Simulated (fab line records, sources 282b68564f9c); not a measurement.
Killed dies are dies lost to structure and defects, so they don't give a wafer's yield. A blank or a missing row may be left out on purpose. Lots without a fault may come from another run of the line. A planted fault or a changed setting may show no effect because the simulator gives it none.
fab line records | flow rit_cmos
record lots=7 wafers=21 last_day=6
route steps=202 shown REOX@99 NLDD@103 PLDD@114 SPACER@125 NSD@131 M1@202
lots that met no fault: from a run of the same line without faults
start_h: hours from the record's first day to the start of the lot's first wafer shown | wait_h: hours since the lot's step before | " the same as in the row above | L1.1+2: a row that stands for several wafers | - no value, or no start given | * or withheld: withheld | < > ~ a bound
route shown NAME@n: a module of which the file shows steps, and the number in the route of the first | usual: mean/standard deviation of fault-free wafers | same: alike in all rows | chamber/n: place in a boat | sites: the reading at each site | _std_site: their standard deviation | _edge_site: outer sites' mean less inner sites' | radius_mm: how far each site lies from the wafer's centre | mask NAME#n: copy n | behind: the tool/chamber that last shaped the wafer | hold: why the lot was held/for how many hours/how that ended | device: the transistor (n, p or np) that didn't switch | end of line: the same wafers' tests at the end of the route | a step without rows: its recipe alone | killed: dies lost to structure and defects at the first sort, not the wafer's yield | map: a wafer's dies, x killed, . not, _ none there
set.NAME: the setting as run; set.NAME@STEP: as run at that earlier step | model.NAME: the simulator's own value behind a step, which no gauge read
lots at some steps of the route; a table a step, a row a wafer
services: from which hour (start_h, from the record's first day; less than 0 if before it) a tool's chamber was out of use, for how many hours, and why
## steps
# step RIT_REOX_CLEAN_01
# recipe chemistry=dHF dilution=50:1 time_s=30
# step RIT_REOX_CLEAN_02
# recipe chemistry=SC2 mix=3:3:50 time_s=600 temp_c=75 dry=n2_spin
# step RIT_REOX_OXIDATION_03
# recipe temp_c=900 ambient=O2 target_thk_a=252 ox_time_s=5580
# step RIT_REOX_THK_MEAS_04
# recipe reads=SiO2_of_REOX_OXIDATION_03
# usual REOX_OXIDE_THK=25.0/0.51
# columns lot.wafer tool chamber start_h wait_h REOX_OXIDE_THK[nm]
L382.3 film_metro-04 - 41.91 0.0 24.7
L382.4 " - " " 25.0
L382.6 " - " " 24.9
L384.2 film_metro-02 - 50.61 0.0 25.3
L384.4 " - " " 25.2
L384.6 " - " " 24.8
L385.1 film_metro-02 - 55.02 0.0 25.1
L385.4 " - " " 25.2
L385.6 " - " " 25.3
L386.2 film_metro-04 - 61.38 0.0 24.6
L386.5 " - " " 25.2
L386.6 " - " " 24.9
L387.2 film_metro-02 - 65.93 0.0 25.0
L387.3 " - " " 25.1
L387.5 " - " " 25.9
L388.1 film_metro-02 - 70.57 0.0 24.6
L388.3 " - " " 25.3
L388.5 " - " " 24.7
L400.1 film_metro-02 - 130.03 0.0 24.0
L400.5 " - " " 23.7
L400.6 " - " " 23.5
# step RIT_NLDD_HMDS_00
# recipe prime_time_s=60 prime_temp_c=140
# step RIT_NLDD_COAT_01
# recipe resist=NOVOLAK spin_rpm=3250 resist_thk_nm=1000
# step RIT_NLDD_SOFTBAKE_02
# recipe resist=NOVOLAK temp_c=90 time_s=60
# step RIT_NLDD_EXPOSE_03
# recipe mask_id=M7 na=0.57 target_cd_nm=40700 dose_mj=250
# step RIT_NLDD_PEB_04
# recipe resist=NOVOLAK temp_c=withheld time_s=withheld
# step RIT_NLDD_DEVELOP_05
# recipe resist=NOVOLAK develop_time_s=50 dev_temp_c=23
# step RIT_NLDD_OVL_MEAS_06
# usual NLDD_OVL=0.2/1.5
# columns lot.wafer tool chamber start_h wait_h NLDD_OVL[nm]
L382.3 overlay-01 - 42.82 - 0.2
L382.4 " - " " 1.6
L382.6 " - " " 1.7
L384.2 overlay-01 - 51.51 - -0.4
L384.4 " - " " -0.6
L384.6 " - " " -1.4
L385.1 overlay-01 - 55.93 - 0.4
L385.4 " - " " -0.4
L385.6 " - " " -1.7
L386.2 overlay-01 - 62.41 - 0.9
L386.5 " - " " 0.6
L386.6 " - " " 0.5
L387.2 overlay-02 - 67.02 - -2.2
L387.3 " - " " -2.3
L387.5 " - " " -0.7
L388.1 overlay-01 - 71.60 - 1.8
L388.3 " - " " 1.3
L388.5 " - " " -0.5
L400.1 overlay-01 - 130.94 - 0.7
L400.5 " - " " 0.1
L400.6 " - " " 0.9
# step RIT_NLDD_HARDBAKE_07
# recipe resist=NOVOLAK temp_c=140 time_s=60
# step RIT_NLDD_IMPLANT_08
# recipe species=P energy_kev=20 dose_cm2=5e+14 tilt_deg=7
# usual beam_on_s=9.98/0.2 dose_ions_cm2=5.001e+14/5.1e+11 faraday_current_uA=1575/31 tilt_deg=7.001/0.018
# columns lot.wafer tool chamber start_h wait_h beam_on_s dose_ions_cm2 faraday_current_uA tilt_deg
L382.3 implanter-04 0 43.14 0.1 10.05 4.997e+14 1552 7.002
L382.4 " 0 " " 10.08 4.999e+14 1559 7.007
L382.6 " 0 " " 9.87 4.993e+14 1583 7.021
L384.2 implanter-03 0 51.72 0.1 9.94 5e+14 1583 7.015
L384.4 " 0 " " 9.69 5.004e+14 1622 6.992
L384.6 " 0 " " 9.94 4.998e+14 1587 6.989
L385.1 implanter-04 0 56.11 0.1 9.83 3.599e+14 1145 6.997
L385.4 " 0 " " 9.77 3.59e+14 1154 6.998
L385.6 " 0 " " 10.16 3.59e+14 1115 6.997
L386.2 implanter-03 0 62.62 0.1 10.02 5.001e+14 1571 6.992
L386.5 " 0 " " 9.87 4.988e+14 1589 7.014
L386.6 " 0 " " 9.58 5.001e+14 1630 7.023
L387.2 implanter-04 0 67.22 0.1 9.67 3.596e+14 1168 7.034
L387.3 " 0 " " 9.59 3.6e+14 1177 7.031
L387.5 " 0 " " 10.05 3.596e+14 1125 6.988
L388.1 implanter-04 0 71.79 0.1 10.13 3.588e+14 1108 6.972
L388.3 " 0 " " 9.89 3.598e+14 1140 6.996
L388.5 " 0 " " 9.66 3.583e+14 1172 6.985
L400.1 implanter-02 0 131.12 0.1 10.06 5.002e+14 1561 6.990
L400.5 " 0 " " 9.79 5.006e+14 1599 7.036
L400.6 " 0 " " 10.03 4.999e+14 1575 7.009
# step RIT_NLDD_STRIP_09
# recipe chemistry=O2 time_s=180 resist=NOVOLAK platen_temp_c=withheld power_w=500 pressure_mtorr=4000 o2_flow_sccm=4000
# usual chamber_pressure_mTorr=4000/3.5 drypump_motor_current_A=5.5/0.35
# same time_s=180
# columns lot.wafer tool chamber start_h wait_h chamber_pressure_mTorr drypump_motor_current_A rf_hours_counter_h
L382.3 plasma_asher-01 1 43.29 0.1 3993 6.2 -
L382.4 " 0 " " 3996 5.5 -
L382.6 " 0 " " 4005 5.5 -
L384.2 plasma_asher-03 1 51.84 0.1 3997 5.1 42
L384.4 " 1 " " 4001 5.1 -
L384.6 " 0 " " 4006 5.4 -
L385.1 plasma_asher-04 1 56.26 0.1 3998 5.3 25
L385.4 " 1 " " 3998 5.2 -
L385.6 " 1 " " 3997 5.2 -
L386.2 plasma_asher-01 0 62.74 0.1 3995 5.5 43
L386.5 " 1 " " 4004 6.2 -
L386.6 " 0 " " 3999 5.5 -
L387.2 plasma_asher-04 0 67.35 0.1 4000 5.5 27
L387.3 " 1 " " 4005 5.3 -
L387.5 " 1 " " 4003 5.2 -
L388.1 plasma_asher-04 0 71.94 0.1 3999 5.5 27
L388.3 " 0 " " 3995 5.5 -
L388.5 " 1 " " 4004 5.2 -
L400.1 plasma_asher-01 1 131.27 0.1 4004 6.2 1
L400.5 " 0 " " 3996 5.5 -
L400.6 " 1 " " 3995 6.2 -
# step RIT_NLDD_TW_MEAS_10
# usual NLDD_TW=2487/14
# columns lot.wafer tool chamber start_h wait_h NLDD_TW
L382.3 film_metro-04 - 43.43 0.1 2495
L382.4 " - " " 2494
L382.6 " - " " 2496
L384.2 film_metro-03 - 52.03 0.1 2483
L384.4 " - " " 2471
L384.6 " - " " 2488
L385.1 film_metro-04 - 56.44 0.1 2281
L385.4 " - " " 2291
L385.6 " - " " 2300
L386.2 film_metro-04 - 62.93 0.1 2510
L386.5 " - " " 2497
L386.6 " - " " 2505
L387.2 film_metro-03 - 67.53 0.1 2265
L387.3 " - " " 2255
L387.5 " - " " 2273
L388.1 film_metro-04 - 72.12 0.1 2264
L388.3 " - " " 2266
L388.5 " - " " 2269
L400.1 film_metro-03 - 131.45 0.1 2468
L400.5 " - " " 2466
L400.6 " - " " 2473
# step RIT_PLDD_HMDS_00
# recipe prime_time_s=60 prime_temp_c=140
# step RIT_PLDD_COAT_01
# recipe resist=NOVOLAK spin_rpm=3250 resist_thk_nm=1000
# step RIT_PLDD_SOFTBAKE_02
# recipe resist=NOVOLAK temp_c=90 time_s=60
# step RIT_PLDD_EXPOSE_03
# recipe mask_id=M8 na=0.57 target_cd_nm=40900 dose_mj=250
# step RIT_PLDD_PEB_04
# recipe resist=NOVOLAK temp_c=withheld time_s=withheld
# step RIT_PLDD_DEVELOP_05
# recipe resist=NOVOLAK develop_time_s=50 dev_temp_c=23
# step RIT_PLDD_OVL_MEAS_06
# usual PLDD_OVL=0.0/1.3
# columns lot.wafer tool chamber start_h wait_h PLDD_OVL[nm]
L382.3 overlay-02 - 44.33 - 1.7
L382.4 " - " " 0.5
L382.6 " - " " 0.1
L384.2 overlay-02 - 53.04 - -2.5
L384.4 " - " " -2.5
L384.6 " - " " -1.3
L385.1 overlay-01 - 57.41 - 0.8
L385.4 " - " " 1.0
L385.6 " - " " 2.9
L386.2 overlay-02 - 63.96 - 0.0
L386.5 " - " " 0.9
L386.6 " - " " 0.3
L387.2 overlay-01 - 68.44 - -0.5
L387.3 " - " " 0.7
L387.5 " - " " -3.2
L388.1 overlay-01 - 73.03 - -0.9
L388.3 " - " " 1.2
L388.5 " - " " 1.0
L400.1 overlay-01 - 132.36 - -0.2
L400.5 " - " " 0.3
L400.6 " - " " 0.3
# step RIT_PLDD_HARDBAKE_07
# recipe resist=NOVOLAK temp_c=140 time_s=60
# step RIT_PLDD_IMPLANT_08
# recipe species=BF2 energy_kev=20 dose_cm2=9e+14 tilt_deg=7
# step RIT_PLDD_STRIP_09
# recipe chemistry=O2 time_s=180 resist=NOVOLAK platen_temp_c=withheld power_w=500 pressure_mtorr=4000 o2_flow_sccm=4000
# usual chamber_pressure_mTorr=4000/3.9 drypump_motor_current_A=5.4/0.3
# same time_s=180
# columns lot.wafer tool chamber start_h wait_h chamber_pressure_mTorr drypump_motor_current_A rf_hours_counter_h
L382.3 plasma_asher-04 1 44.86 0.1 3995 5.2 -
L382.4 " 0 " " 3997 5.5 -
L382.6 " 0 " " 4001 5.5 -
L384.2 plasma_asher-03 0 53.37 0.1 3998 5.4 43
L384.4 " 0 " " 4001 5.4 -
L384.6 " 0 " " 3999 5.4 -
L385.1 plasma_asher-04 0 57.74 0.1 4001 5.5 26
L385.4 " 0 " " 4000 5.5 -
L385.6 " 0 " " 3998 5.5 -
L386.2 plasma_asher-04 0 64.29 0.1 4003 5.5 26
L386.5 " 1 " " 4003 5.2 -
L386.6 " 0 " " 4001 5.5 -
L387.2 plasma_asher-02 1 68.77 0.1 3996 5.5 41
L387.3 " 1 " " 3996 5.5 -
L387.5 " 0 " " 3995 6.1 -
L388.1 plasma_asher-04 1 73.36 0.1 3993 5.2 27
L388.3 " 0 " " 4002 5.5 -
L388.5 " 0 " " 4001 5.5 -
L400.1 plasma_asher-03 0 132.69 0.1 3994 5.4 51
L400.5 " 1 " " 3994 5.1 -
L400.6 " 0 " " 3996 5.4 -
# step RIT_PLDD_TW_MEAS_10
# usual PLDD_TW=2343/18
# columns lot.wafer tool chamber start_h wait_h PLDD_TW
L382.3 film_metro-04 - 45.00 0.1 2351
L382.4 " - " " 2358
L382.6 " - " " 2367
L384.2 film_metro-04 - 53.55 0.1 2342
L384.4 " - " " 2365
L384.6 " - " " 2351
L385.1 film_metro-01 - 57.92 0.1 2377
L385.4 " - " " 2378
L385.6 " - " " 2377
L386.2 film_metro-03 - 64.47 0.1 2336
L386.5 " - " " 2320
L386.6 " - " " 2330
L387.2 film_metro-01 - 68.95 0.1 2372
L387.3 " - " " 2362
L387.5 " - " " 2365
L388.1 film_metro-01 - 73.54 0.1 2355
L388.3 " - " " 2359
L388.5 " - " " 2351
L400.1 film_metro-01 - 132.87 0.1 2349
L400.5 " - " " 2354
L400.6 " - " " 2364
# step RIT_SPACER_CLEAN_00
# recipe chemistry=SC1 mix=3:3:50 time_s=600 temp_c=75
# step RIT_SPACER_CLEAN_01
# recipe chemistry=dHF dilution=50:1 time_s=30
# step RIT_SPACER_CLEAN_02
# recipe chemistry=SC2 mix=3:3:50 time_s=600 temp_c=75 dry=n2_spin
# step RIT_SPACER_CVD_03
# recipe material=Si3N4 target_thk_nm=250 temp_c=810 precursor=SiH2Cl2/NH3 time_s=3300 pressure_mtorr=300 sih2cl2_flow_sccm=60 nh3_flow_sccm=150
# step RIT_SPACER_THK_MEAS_04
# recipe reads=Si3N4_of_SPACER_CVD_03
# usual SPACER_NITRIDE_THK=251.0/2.1
# columns lot.wafer tool chamber start_h wait_h SPACER_NITRIDE_THK[nm]
L382.3 film_metro-01 - 47.41 0.0 252.9
L382.4 " - " " 251.2
L382.6 " - " " 252.3
L384.2 film_metro-02 - 55.93 0.0 249.3
L384.4 " - " " 246.6
L384.6 " - " " 247.1
L385.1 film_metro-02 - 60.31 0.0 253.2
L385.4 " - " " 250.9
L385.6 " - " " 253.8
L386.2 film_metro-01 - 66.87 0.0 251.9
L386.5 " - " " 251.5
L386.6 " - " " 252.3
L387.2 film_metro-01 - 71.36 0.0 251.4
L387.3 " - " " 250.0
L387.5 " - " " 252.3
L388.1 film_metro-04 - 75.93 0.0 255.4
L388.3 " - " " 252.6
L388.5 " - " " 255.5
L400.1 film_metro-04 - 135.56 0.0 250.7
L400.5 " - " " 249.3
L400.6 " - " " 248.4
# step RIT_SPACER_ETCHBACK_05
# recipe target_depth_a=2500 SF6_flow_sccm=30 CHF3_flow_sccm=30 target=Si3N4 chemistry=SF6/CHF3 pressure_mtorr=40 rf_w=250 time_s=240 stop_on=SiO2
# usual CHF3_flow_sccm=29.98/0.091 chamber_pressure_mTorr=40.00/0.038 drypump_motor_current_A=5.9/0.54 oes_product_au=0.850/0.011 rf_fwd_power_W=249.4/0.71 throttle_valve_pct=10.27/0.14
# same time_s=240
# columns lot.wafer tool chamber start_h wait_h CHF3_flow_sccm chamber_pressure_mTorr drypump_motor_current_A oes_product_au rf_fwd_power_W rf_hours_counter_h throttle_valve_pct
L382.3 rie_diel-01 1 47.45 0.0 29.96 40.07 6.6 0.855 249.4 5 10.44
L382.4 " 0 " " 29.92 40.00 5.1 0.847 249.1 10 10.21
L382.6 " 3 " " 29.87 40.00 6.6 0.835 248.9 - 10.22
L384.2 rie_diel-02 1 55.98 0.0 30.03 40.05 5.7 0.849 250.8 3 10.19
L384.4 " 2 " " 29.78 40.07 6.1 0.861 248.3 91 10.46
L384.6 " 0 " " 29.96 40.06 6.5 0.850 248.7 - 10.02
L385.1 rie_diel-02 2 60.37 0.1 30.11 40.02 6.1 0.868 249.3 91 10.44
L385.4 " 1 " " 29.99 39.93 5.7 0.857 250.4 3 10.16
L385.6 " 3 " " 30.07 39.92 5.7 0.844 249.5 - 10.31
L386.2 rie_diel-04 0 66.92 0.0 30.07 40.04 6.4 0.856 249.5 135 10.05
L386.5 " 1 " " 30.05 40.01 5.5 0.849 250.1 - 10.28
L386.6 " 2 " " 30.07 40.03 5.7 0.835 248.8 - 10.18
L387.2 rie_diel-01 2 71.41 0.0 29.95 39.98 5.2 0.853 249.0 59 10.44
L387.3 " 1 " " 30.02 40.03 6.6 0.851 249.1 5 10.42
L387.5 " 0 " " 30.05 40.00 5.1 0.846 248.5 - 10.23
L388.1 rie_diel-01 0 75.99 0.1 30.03 39.91 5.1 0.863 249.3 11 10.23
L388.3 " 1 " " 30.12 40.02 6.6 0.860 249.4 6 10.41
L388.5 " 1 " " 29.98 39.98 6.6 0.866 249.1 - 10.43
L400.1 rie_diel-04 2 135.62 0.1 30.00 39.95 5.6 0.832 249.1 132 10.16
L400.5 " 2 " " 29.91 39.96 5.6 0.839 249.3 - 10.16
L400.6 " 3 " " 29.94 39.99 5.4 0.853 249.0 - 10.20
# step RIT_NSD_HMDS_00
# recipe prime_time_s=60 prime_temp_c=140
# step RIT_NSD_COAT_01
# recipe resist=NOVOLAK spin_rpm=3250 resist_thk_nm=1000
# step RIT_NSD_SOFTBAKE_02
# recipe resist=NOVOLAK temp_c=90 time_s=60
# step RIT_NSD_EXPOSE_03
# recipe mask_id=M9 na=0.57 target_cd_nm=40700 dose_mj=250
# step RIT_NSD_PEB_04
# recipe resist=NOVOLAK temp_c=withheld time_s=withheld
# step RIT_NSD_DEVELOP_05
# recipe resist=NOVOLAK develop_time_s=50 dev_temp_c=23
# step RIT_NSD_OVL_MEAS_06
# usual NSD_OVL=-1.2/1.2
# columns lot.wafer tool chamber start_h wait_h NSD_OVL[nm]
L382.3 overlay-02 - 52.81 - -1.2
L382.4 " - " " -0.2
L382.6 " - " " -2.0
L384.2 overlay-02 - 57.25 - -2.5
L384.4 " - " " -1.5
L384.6 " - " " -1.7
L385.1 overlay-01 - 61.50 - 0.8
L385.4 " - " " -0.5
L385.6 " - " " 0.3
L386.2 overlay-02 - 67.92 - -0.2
L386.5 " - " " -2.6
L386.6 " - " " -1.2
L387.2 overlay-01 - 72.42 - -0.8
L387.3 " - " " 0.1
L387.5 " - " " -0.2
L388.1 overlay-02 - 77.25 - -2.2
L388.3 " - " " -3.7
L388.5 " - " " -2.0
L400.1 overlay-01 - 136.62 - -1.8
L400.5 " - " " 0.0
L400.6 " - " " -0.3
# step RIT_NSD_HARDBAKE_07
# recipe resist=NOVOLAK temp_c=140 time_s=60
# step RIT_NSD_IMPLANT_08
# recipe species=P energy_kev=25 dose_cm2=1e+15 tilt_deg=7
# step RIT_NSD_STRIP_09
# recipe chemistry=O2 time_s=180 resist=NOVOLAK platen_temp_c=withheld power_w=500 pressure_mtorr=4000 o2_flow_sccm=4000
# usual chamber_pressure_mTorr=4000/3.6 drypump_motor_current_A=5.7/0.34
# same time_s=180
# columns lot.wafer tool chamber start_h wait_h chamber_pressure_mTorr drypump_motor_current_A rf_hours_counter_h
L382.3 plasma_asher-01 0 53.19 0.1 3995 5.5 -
L382.4 " 1 " " 4005 6.2 -
L382.6 " 0 " " 3992 5.5 -
L384.2 plasma_asher-01 0 57.58 0.1 3997 5.5 42
L384.4 " 1 " " 3997 6.2 -
L384.6 " 1 " " 4005 6.2 -
L385.1 plasma_asher-01 1 61.83 0.1 3998 6.2 43
L385.4 " 0 " " 4002 5.5 -
L385.6 " 1 " " 3996 6.3 -
L386.2 plasma_asher-01 1 68.25 0.1 4002 6.2 43
L386.5 " 1 " " 4006 6.2 -
L386.6 " 0 " " 3994 5.5 -
L387.2 plasma_asher-02 1 72.75 0.1 4002 5.5 42
L387.3 " 1 " " 4000 5.4 -
L387.5 " 1 " " 3996 5.5 -
L388.1 plasma_asher-01 0 77.58 0.1 3996 5.5 44
L388.3 " 0 " " 4001 5.5 -
L388.5 " 1 " " 4009 6.3 -
L400.1 plasma_asher-02 0 136.96 0.1 3998 6.1 49
L400.5 " 1 " " 4001 5.5 -
L400.6 " 0 " " 4010 6.1 -
# step RIT_SDANNEAL_RS_MEAS_07
# recipe thk_meas_gauge=four-point-probe
# usual NLDD_RS=151.4/0.56
# columns lot.wafer tool chamber start_h wait_h NLDD_RS[ohm/sq]
L382.3 film_metro-04 - 55.80 0.1 151.4
L382.4 " - " " 151.0
L382.6 " - " " 151.1
L384.2 film_metro-03 - 60.07 0.1 151.3
L384.4 " - " " 151.6
L384.6 " - " " 151.2
L385.1 film_metro-04 - 64.32 0.1 198.3
L385.4 " - " " 197.9
L385.6 " - " " 196.8
L386.2 film_metro-01 - 70.87 0.1 152.0
L386.5 " - " " 151.8
L386.6 " - " " 151.8
L387.2 film_metro-04 - 75.37 0.1 196.2
L387.3 " - " " 196.3
L387.5 " - " " 195.9
L388.1 film_metro-04 - 80.11 0.1 199.2
L388.3 " - " " 198.9
L388.5 " - " " 198.5
L400.1 film_metro-04 - 139.40 0.1 151.4
L400.5 " - " " 150.8
L400.6 " - " " 150.8
# step RIT_M1_PROBE_99
# usual killed_at_contacts=0.1/0.31 killed_at_front_end=7/3.1 killed_dies=7/3.1 killed_open=3.3/1.9 killed_short=3.3/2
# same gross_dies=264 killed_at_M0_to_M3=0 killed_at_M4_up=0 killed_at_back_side=0 killed_at_other=0
# columns lot.wafer tool chamber start_h wait_h killed_at_contacts killed_at_front_end killed_dies killed_open killed_short model.etest.nmos_0p15.r_on_ohm_um model.etest.nmos_0p3.r_on_ohm_um model.etest.nldd.rs_ohm_sq model.etest.nmos_turned.drive_ua_um model.etest.nmos_0p15.drive_ua_um model.etest.nldd.line_ohm_um model.etest.nmos_narrow.drive_ua_um model.etest.nmos_0p3.drive_ua_um
L382.3 prober-01 - 63.15 0.2 2 5 7 3 2 1130 2167 371.2 332.8 468.3 117.5 227 228.1
L382.4 prober-01 - 63.20 0.2 2 5 7 3 3 1095 2142 377.8 325.5 464.4 119.4 219 221.8
L382.6 prober-01 - 63.30 0.2 0 8 8 3 5 1111 2152 377.4 315.4 450.2 120.2 219.3 220.9
L384.2 prober-01 - 67.03 0.1 0 14 14 7 7 1151 2188 368.7 323.8 460.2 117 221.7 222.3
L384.4 prober-01 - 67.13 0.2 0 14 14 6 8 1125 2161 367.1 335.1 471.2 115.5 226.8 225.9
L384.6 prober-01 - 67.23 0.2 0 6 6 2 4 1156 2215 357.5 334.2 460.3 113.4 222.4 220.9
L385.1 prober-01 - 71.26 0.1 0 5 5 0 5 1358 2380 507.2 225.6 393.4 160.5 210.8 211.6
L385.4 prober-01 - 71.41 0.2 0 17 17 9 8 1365 2404 511.8 224.9 407.5 160.8 215.8 216.4
L385.6 prober-01 - 71.51 0.2 0 14 14 6 8 1322 2366 513 223.6 404.5 161.1 209.1 211.5
L386.2 prober-01 - 78.03 0.1 0 6 6 2 4 1160 2191 372.3 324.8 463.4 117.2 229.7 225.6
L386.5 prober-01 - 78.18 0.2 0 4 4 2 2 1138 2185 382.9 316.4 468.8 119.3 227.5 224.6
L386.6 prober-01 - 78.23 0.2 0 11 11 7 4 1107 2155 375 321 462.3 118.6 223.4 218.6
L387.2 prober-01 - 82.82 0.1 0 9 9 6 3 1319 2332 515.2 226.3 408.5 162.5 217.7 215.7
L387.3 prober-01 - 82.87 0.2 0 11 11 5 6 1359 2380 515.3 220.1 402.5 161.3 214 210.7
L387.5 prober-01 - 82.97 0.2 0 9 9 4 5 1305 2377 538.7 205.6 399.9 169.5 212.6 210.4
L388.1 prober-01 - 88.02 0.1 0 6 6 4 2 1203 2280 468.9 246.2 431.2 147.3 211.8 213.9
L388.3 prober-01 - 88.12 0.2 0 3 3 2 1 1314 2353 485.4 228.1 416 152.6 211.7 210.2
L388.5 prober-01 - 88.22 0.2 0 9 9 3 6 1263 2300 470.6 246.4 416.9 148.3 213 212
L400.1 prober-01 - 147.02 0.1 0 9 9 5 4 1179 2249 373.3 306.4 433.7 117.7 208.1 209.2
L400.5 prober-01 - 147.22 0.2 0 6 6 4 2 1201 2252 366.8 318.8 436.3 117.9 211.8 214.6
L400.6 prober-01 - 147.27 0.2 0 6 6 2 4 1226 2278 365.1 316.7 432.5 116.2 209.6 213.9
# killed by level:class
L382.3 GATE:geometric_particle:short=2 CONTACT:coat_microbubble_printed=2 FOX2:geometric_particle:open=1 GATE:geometric_particle:open=1 SILICIDE:geometric_particle:open=1
L382.4 FOX1:geometric_particle:open=2 FOX1:geometric_particle:short=1 GATE:geometric_particle:open=1 REOX:geometric_particle:short=1 CONTACT:geometric_particle:short=1 CONTACT:coat_microbubble_printed=1
L382.6 GATE:geometric_particle:short=2 FOX1:geometric_particle:open=1 FOX1:geometric_particle:short=1 GATE:geometric_particle:open=1 SPACER:geometric_particle:short=1 SILICIDE:geometric_particle:open=1 SILICIDE:geometric_particle:short=1
L384.2 SILICIDE:geometric_particle:open=3 FOX2:geometric_particle:short=2 GATE:geometric_particle:open=2 FOX1:geometric_particle:short=1 FOX1:geometric_particle:open=1 GATE:geometric_particle:short=1 REOX:geometric_particle:short=1 REOX:geometric_particle:open=1
L384.4 GATE:geometric_particle:short=5 SILICIDE:geometric_particle:short=3 GATE:geometric_particle:open=2 SPACER:geometric_particle:open=2 FOX1:geometric_particle:open=1 FOX2:geometric_particle:open=1
L384.6 GATE:geometric_particle:short=2 GATE:geometric_particle:open=2 FOX2:geometric_particle:short=1 SPACER:geometric_particle:short=1
L385.1 FOX2:geometric_particle:short=2 GATE:geometric_particle:short=2 SILICIDE:geometric_particle:short=1
L385.4 GATE:geometric_particle:open=6 GATE:geometric_particle:short=3 FOX2:geometric_particle:short=2 SPACER:geometric_particle:short=2 FOX1:geometric_particle:short=1 FOX1:geometric_particle:open=1 FOX2:geometric_particle:open=1 SPACER:geometric_particle:open=1
L385.6 SILICIDE:geometric_particle:open=3 FOX2:geometric_particle:short=2 FOX2:geometric_particle:open=2 REOX:geometric_particle:short=2 SPACER:geometric_particle:short=2 FOX1:geometric_particle:short=1 FOX1:geometric_particle:open=1 SILICIDE:geometric_particle:short=1
L386.2 GATE:geometric_particle:short=3 FOX1:geometric_particle:open=1 FOX2:geometric_particle:short=1 GATE:geometric_particle:open=1
L386.5 SPACER:geometric_particle:open=2 SPACER:geometric_particle:short=2
L386.6 FOX1:geometric_particle:open=4 GATE:geometric_particle:open=2 FOX1:geometric_particle:short=1 GATE:geometric_particle:short=1 REOX:geometric_particle:short=1 SPACER:geometric_particle:short=1 SPACER:geometric_particle:open=1
L387.2 SILICIDE:geometric_particle:open=4 SILICIDE:geometric_particle:short=2 FOX1:geometric_particle:open=1 FOX2:geometric_particle:open=1 SPACER:geometric_particle:short=1
L387.3 GATE:geometric_particle:short=3 GATE:geometric_particle:open=2 SILICIDE:geometric_particle:short=2 SILICIDE:geometric_particle:open=2 FOX1:geometric_particle:short=1 REOX:geometric_particle:open=1
L387.5 GATE:geometric_particle:open=2 GATE:geometric_particle:short=2 FOX2:geometric_particle:short=1 SPACER:geometric_particle:open=1 SPACER:geometric_particle:short=1 SILICIDE:geometric_particle:open=1 SILICIDE:geometric_particle:short=1
L388.1 GATE:geometric_particle:open=4 FOX1:geometric_particle:short=1 SPACER:geometric_particle:short=1
L388.3 FOX2:geometric_particle:short=1 FOX2:geometric_particle:open=1 SILICIDE:geometric_particle:open=1
L388.5 FOX1:geometric_particle:short=2 GATE:geometric_particle:short=2 FOX2:geometric_particle:open=1 GATE:geometric_particle:open=1 REOX:geometric_particle:short=1 SPACER:geometric_particle:short=1 SPACER:geometric_particle:open=1
L400.1 REOX:geometric_particle:open=2 FOX1:geometric_particle:open=1 FOX1:geometric_particle:short=1 GATE:geometric_particle:short=1 GATE:geometric_particle:open=1 REOX:geometric_particle:short=1 SPACER:geometric_particle:short=1 SILICIDE:geometric_particle:open=1
L400.5 FOX1:geometric_particle:open=1 FOX2:geometric_particle:open=1 REOX:geometric_particle:short=1 REOX:geometric_particle:open=1 SPACER:geometric_particle:short=1 SILICIDE:geometric_particle:open=1
L400.6 GATE:geometric_particle:short=2 REOX:geometric_particle:short=1 REOX:geometric_particle:open=1 SPACER:geometric_particle:open=1 SILICIDE:geometric_particle:short=1
## services
# columns tool chamber start_h hours kind
implanter-04 - 21.46 3.3 pm
implanter-03 - 24.05 3.6 repair
implanter-02 - 24.44 4.0 repair
plasma_asher-04 - 30.02 10.5 repair
rie_diel-04 - 38.62 1.4 repair
plasma_asher-01 - 48.14 0.6 repair
rie_diel-01 3 50.59 8.4 repair
rie_diel-01 3 59.00 - clean
rie_diel-01 3 59.00 19.1 scheduled_down
rie_diel-01 3 59.00 19.1 vent_cycle
rie_diel-04 2 75.73 3.9 repair
rie_diel-04 - 85.46 1.3 repair
rie_diel-04 3 100.90 8.7 repair
implanter-04 - 102.91 4.7 pm
plasma_asher-01 - 108.75 9.0 pm
plasma_asher-01 0 108.75 9.0 vent_cycle
plasma_asher-01 1 108.75 9.0 vent_cycle
plasma_asher-01 - 111.80 4.2 repair
plasma_asher-01 0 117.75 - clean
plasma_asher-01 1 117.75 - clean
rie_diel-04 1 121.16 - clean
rie_diel-04 1 121.16 15.9 scheduled_down
rie_diel-04 - 131.15 0.5 repair
rie_diel-01 2 134.59 16.3 repair
## key
first_sign step=RIT_NLDD_IMPLANT_08 reading=dose_ions_cm2 direction=down sigmas=99+ usual=5.001e+14 struck=3.593e+14
effect step=RIT_NLDD_IMPLANT_08 reading=faraday_current_uA direction=down sigmas=14 usual=1575 struck=1145
effect step=RIT_NLDD_TW_MEAS_10 reading=NLDD_TW direction=down sigmas=15 usual=2487 struck=2274
effect step=RIT_SDANNEAL_RS_MEAS_07 reading=NLDD_RS direction=up sigmas=82 usual=151.4 struck=197.6
model_effect step=RIT_M1_PROBE_99 value=etest.nmos_0p15.r_on_ohm_um without=1118 struck=1312
met_at RIT_NLDD_IMPLANT_08
struck_wafers L385.1,L385.4,L385.6,L387.2,L387.3,L387.5,L388.1,L388.3,L388.5
tester_left_out L385,L387,L388
onset_between 43.14 56.11
fault kind=process_parameter_drift tool=implanter-04 chamber=- onset_h=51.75 steps=RIT_NLDD_IMPLANT_08 channel=dose_cm2 offset=-1.4101e+14 shape=step end_h=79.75 acts_in=these_recipes_only stated=5e+14
# tester_left_out: of these lots the tester's yield and bins aren't shown, on N5 and GAA mostly nor the transistor test; their killed dies are dies lost to structure and defects alone, not to doping, threshold or leakage, so they don't give the yield
